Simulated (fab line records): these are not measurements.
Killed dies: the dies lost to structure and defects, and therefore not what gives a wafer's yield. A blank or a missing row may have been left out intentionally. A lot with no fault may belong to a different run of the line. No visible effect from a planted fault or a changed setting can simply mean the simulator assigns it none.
Comparing a struck lot with a sound one -- flow berkeley-cmos170 -- 17 steps out of a route of 331
Sound: wafers L561.1, L561.2, L561.3. Wafers L557.1, L557.3, L557.4 were the ones struck. At the end, the cause is stated.
Per side, at each step with rows, come the tool, then ch with its chambers, and then its first start. Under that, the readings that differ: sound wafers -- struck wafers -- difference of the means -- sigmas: that difference in standard deviations of wafers without a fault.
alike: a reading whose means differ by less than 2 such deviations, as well as words and numbers matching on both sides. not compared: withheld readings; readings where some wafer has no value; bounds like >300 that might hide an equal value; numbers whose values overlap and for which the record gives no deviation.
Wherever a step has rows on one side only, a row that says differs or no value, or a row with sigmas, the two part there. Numbers that have no deviation but don't overlap get no sigmas and don't part them. A reading missing from all wafers of one side parts the sides only when that side holds two or more wafers.

UCB170_NVT_OVL_MEAS_06:
  struck on overlay-02, day 9 12:19; sound on overlay-02, day 10 14:02
  alike: NVT_OVL
next, for these wafers, 1 step has no rows: UCB170_NVT_IMPLANT_07.
UCB170_NVT_STRIP_08: strips in O2.
  sound on plasma-asher-01 ch 0,1, day 10 14:14; struck on plasma-asher-04 ch 0,1, day 9 12:31
  alike: drypump-motor-current-A, oes-product-au, strip-time-to-endpoint-s
  not compared: rf-hours-counter-h
UCB170_NVT_TW_MEAS_09:
  struck on film-metro-01, day 9 12:37; sound on film-metro-01, day 10 14:22
  alike: NVT_TW
then, 7 steps without rows for these wafers: UCB170_NVT_CLEAN_10 (cleans in SPM, time 600 s); UCB170_PVT_HMDS_00 (prime time 60 s); UCB170_PVT_COAT_01 (resist thk 900 nm); UCB170_PVT_SOFTBAKE_02 (time 60 s); UCB170_PVT_EXPOSE_03 (exposes mask NWELL, target cd 3000 nm); UCB170_PVT_PEB_04; UCB170_PVT_DEVELOP_05 (develop time 45 s).
UCB170_PVT_OVL_MEAS_06:
  struck on overlay-02, day 9 13:52; sound on overlay-01, day 10 15:46
  alike: PVT_OVL
UCB170_PVT_IMPLANT_07:
  sound on implanter-03 ch 0, day 10 15:48; struck on implanter-04 ch 0, day 9 14:13
UCB170_PVT_STRIP_08: strips in O2.
  sound on plasma-asher-02 ch 0,1, day 10 15:57; struck on plasma-asher-03 ch 0,1, day 9 14:22
reading,sound,struck,difference,sigmas
strip-time-to-endpoint-s (s),21.73 21.70 21.78,21.55 21.55 21.60,-0.17,-3
  alike: drypump-motor-current-A, oes-product-au
  not compared: rf-hours-counter-h
UCB170_PVT_TW_MEAS_09:
  struck on film-metro-03, day 9 14:28; sound on film-metro-03, day 10 16:03
reading,sound,struck,difference,sigmas
PVT_TW,507 505 503,620 622 622,+116,+34
then, 1 step without rows for these wafers: UCB170_GATE_WET_ETCH_00 (etches SiO2 in dHF, time 200 s).
-- the record jumps here: 2 days lie between the struck wafers' starts before and after (it left off in module GATE and takes up again in module M3, whose first step shown is number 331 of the route) --
UCB170_M3_PROBE_99:
  the record has rows for the struck wafers here (prober-01, day 11 21:04) and none for the sound ones

WHERE THEY PART
At UCB170_PVT_STRIP_08 first; at UCB170_M3_PROBE_99 last (within this record only).

WHY: what the simulator had put in
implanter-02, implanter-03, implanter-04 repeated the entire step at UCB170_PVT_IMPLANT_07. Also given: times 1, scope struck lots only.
